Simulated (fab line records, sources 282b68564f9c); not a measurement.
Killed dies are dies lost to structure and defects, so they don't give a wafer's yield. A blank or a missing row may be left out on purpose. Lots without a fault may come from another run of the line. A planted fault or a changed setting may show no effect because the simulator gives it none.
fab line records | flow rit_cmos
record lots=14 wafers=42 last_day=8
route steps=202 shown GATE@81
lots that met no fault: from a run of the same line without faults
start_h: hours from the record's first day to the start of the lot's first wafer shown | wait_h: hours since the lot's step before | " the same as in the row above | L1.1+2: a row that stands for several wafers | - no value, or no start given | * or withheld: withheld | < > ~ a bound
route shown NAME@n: a module of which the file shows steps, and the number in the route of the first | usual: mean/standard deviation of fault-free wafers | same: alike in all rows | chamber/n: place in a boat | sites: the reading at each site | _std_site: their standard deviation | _edge_site: outer sites' mean less inner sites' | radius_mm: how far each site lies from the wafer's centre | mask NAME#n: copy n | behind: the tool/chamber that last shaped the wafer | hold: why the lot was held/for how many hours/how that ended | device: the transistor (n, p or np) that didn't switch | end of line: the same wafers' tests at the end of the route | a step without rows: its recipe alone | killed: dies lost to structure and defects at the first sort, not the wafer's yield | map: a wafer's dies, x killed, . not, _ none there
set.NAME: the setting as run; set.NAME@STEP: as run at that earlier step | model.NAME: the simulator's own value behind a step, which no gauge read
steps of the route over a sample of lots; a table a step, a row a wafer
services: from which hour (start_h, from the record's first day; less than 0 if before it) a tool's chamber was out of use, for how many hours, and why
## steps
# step RIT_GATE_OXIDATION_05
# recipe temp_c=900 ambient=O2 target_thk_a=30 ox_time_s=270
# usual ox_temp_c_max=904.6/1.9 spike_tc_centre_C=902.8/2.3
# columns lot.wafer tool chamber start_h wait_h ox_temp_c_max spike_tc_centre_C
L771.2 furnace-04 0 34.37 0.3 904.8 901.7
L771.4 " 0 " " 906.5 902.7
L771.6 " 0 " " 909.3 903.8
L773.1 furnace-03 0 47.26 5.0 902.9 904.7
L773.5 " 0 " " 902.8 904.2
L773.6 " 0 " " 902.7 902.6
L774.1 furnace-03 0 47.26 0.3 902.7 905.2
L774.2 " 0 " " 902.1 904.8
L774.3 " 0 " " 903.0 904.1
L775.1 furnace-03 0 62.19 1.9 903.5 905.5
L775.3 " 0 " " 903.1 903.8
L775.5 " 0 " " 903.2 903.8
L776.1 furnace-04 0 66.26 0.8 907.7 900.9
L776.2 " 0 " " 906.6 902.9
L776.4 " 0 " " 907.2 899.9
L777.2 furnace-01 0 74.41 2.5 905.2 899.7
L777.3 " 0 " " 904.3 900.3
L777.5 " 0 " " 904.3 898.6
L780.1 furnace-04 0 83.01 0.1 907.8 901.9
L780.2 " 0 " " 906.2 901.1
L780.4 " 0 " " 908.3 903.4
L782.1 furnace-03 0 95.02 1.1 903.5 903.3
L782.2 " 0 " " 903.9 905.8
L782.4 " 0 " " 902.8 904.7
L783.2 furnace-04 0 96.58 0.0 907.0 903.0
L783.3 " 0 " " 907.5 901.3
L783.5 " 0 " " 908.3 901.9
L784.2 furnace-04 0 99.54 0.0 909.2 901.8
L784.4 " 0 " " 906.5 900.5
L784.5 " 0 " " 909.4 905.0
L787.2 furnace-03 0 114.71 0.0 903.8 905.2
L787.4 " 0 " " 902.2 905.4
L787.5 " 0 " " 904.0 902.8
L792.1 furnace-01 0 138.87 0.3 903.6 900.2
L792.3 " 0 " " 904.2 899.7
L792.5 " 0 " " 905.0 899.9
L793.3 furnace-03 0 146.14 3.0 903.3 905.6
L793.4 " 0 " " 902.7 904.8
L793.5 " 0 " " 903.9 905.3
L794.2 furnace-03 0 151.95 2.3 903.2 903.0
L794.5 " 0 " " 903.2 903.7
L794.6 " 0 " " 903.6 905.2
# step RIT_GATE_THK_MEAS_07
# recipe reads=SiO2_of_GATE_OXIDATION_05
# usual GATE_OXIDE_THK=2.98/0.062
# columns lot.wafer tool chamber start_h wait_h GATE_OXIDE_THK[nm]
L771.2 film_metro-04 - 37.64 0.0 3.10
L771.4 " - " " 3.05
L771.6 " - " " 2.98
L773.1 film_metro-02 - 53.14 0.0 3.00
L773.5 " - " " 3.04
L773.6 " - " " 3.01
L774.1 film_metro-04 - 53.14 0.0 2.96
L774.2 " - " " 2.99
L774.3 " - " " 3.03
L775.1 film_metro-02 - 64.83 0.0 2.91
L775.3 " - " " 2.95
L775.5 " - " " 2.90
L776.1 film_metro-02 - 68.10 0.0 2.88
L776.2 " - " " 2.94
L776.4 " - " " 2.99
L777.2 film_metro-01 - 77.86 0.0 2.95
L777.3 " - " " 2.89
L777.5 " - " " 2.96
L780.1 film_metro-02 - 85.41 0.0 3.02
L780.2 " - " " 3.04
L780.4 " - " " 3.03
L782.1 film_metro-02 - 96.54 0.0 2.99
L782.2 " - " " 2.91
L782.4 " - " " 2.92
L783.2 film_metro-04 - 97.92 0.0 2.14
L783.3 " - " " 2.19
L783.5 " - " " 2.15
L784.2 film_metro-02 - 102.83 0.0 2.02
L784.4 " - " " 2.09
L784.5 " - " " 2.02
L787.2 film_metro-04 - 117.35 0.0 2.99
L787.4 " - " " 3.02
L787.5 " - " " 3.04
L792.1 film_metro-04 - 140.35 0.0 3.06
L792.3 " - " " 3.07
L792.5 " - " " 3.13
L793.3 film_metro-04 - 151.97 0.0 3.01
L793.4 " - " " 2.98
L793.5 " - " " 3.02
L794.2 film_metro-01 - 154.60 0.0 2.84
L794.5 " - " " 2.97
L794.6 " - " " 2.94
## services
# columns tool chamber start_h hours kind
furnace-01 - 11.55 1.4 repair
furnace-03 - 43.44 3.8 pm
furnace-01 - 48.56 2.7 pm
furnace-03 - 112.27 1.0 pm
furnace-04 - 139.39 3.6 pm
furnace-04 - 142.24 37.5 repair
## key
first_sign step=RIT_GATE_THK_MEAS_07 reading=GATE_OXIDE_THK direction=down sigmas=14 usual=2.98 struck=2.10
effect none on later readings
met_at RIT_GATE_OXIDATION_05
struck_lots L783,L784
tester_left_out L783,L784
onset_between 83.01 96.58
fault kind=process_parameter_drift tool=furnace-04 chamber=- onset_h=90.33 steps=RIT_GATE_OXIDATION_05 channel=ox_time_s offset=* shape=step end_h=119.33 acts_in=* stated=*
# tester_left_out: of these lots the tester's yield and bins aren't shown, on N5 and GAA mostly nor the transistor test; their killed dies are dies lost to structure and defects alone, not to doping, threshold or leakage, so they don't give the yield
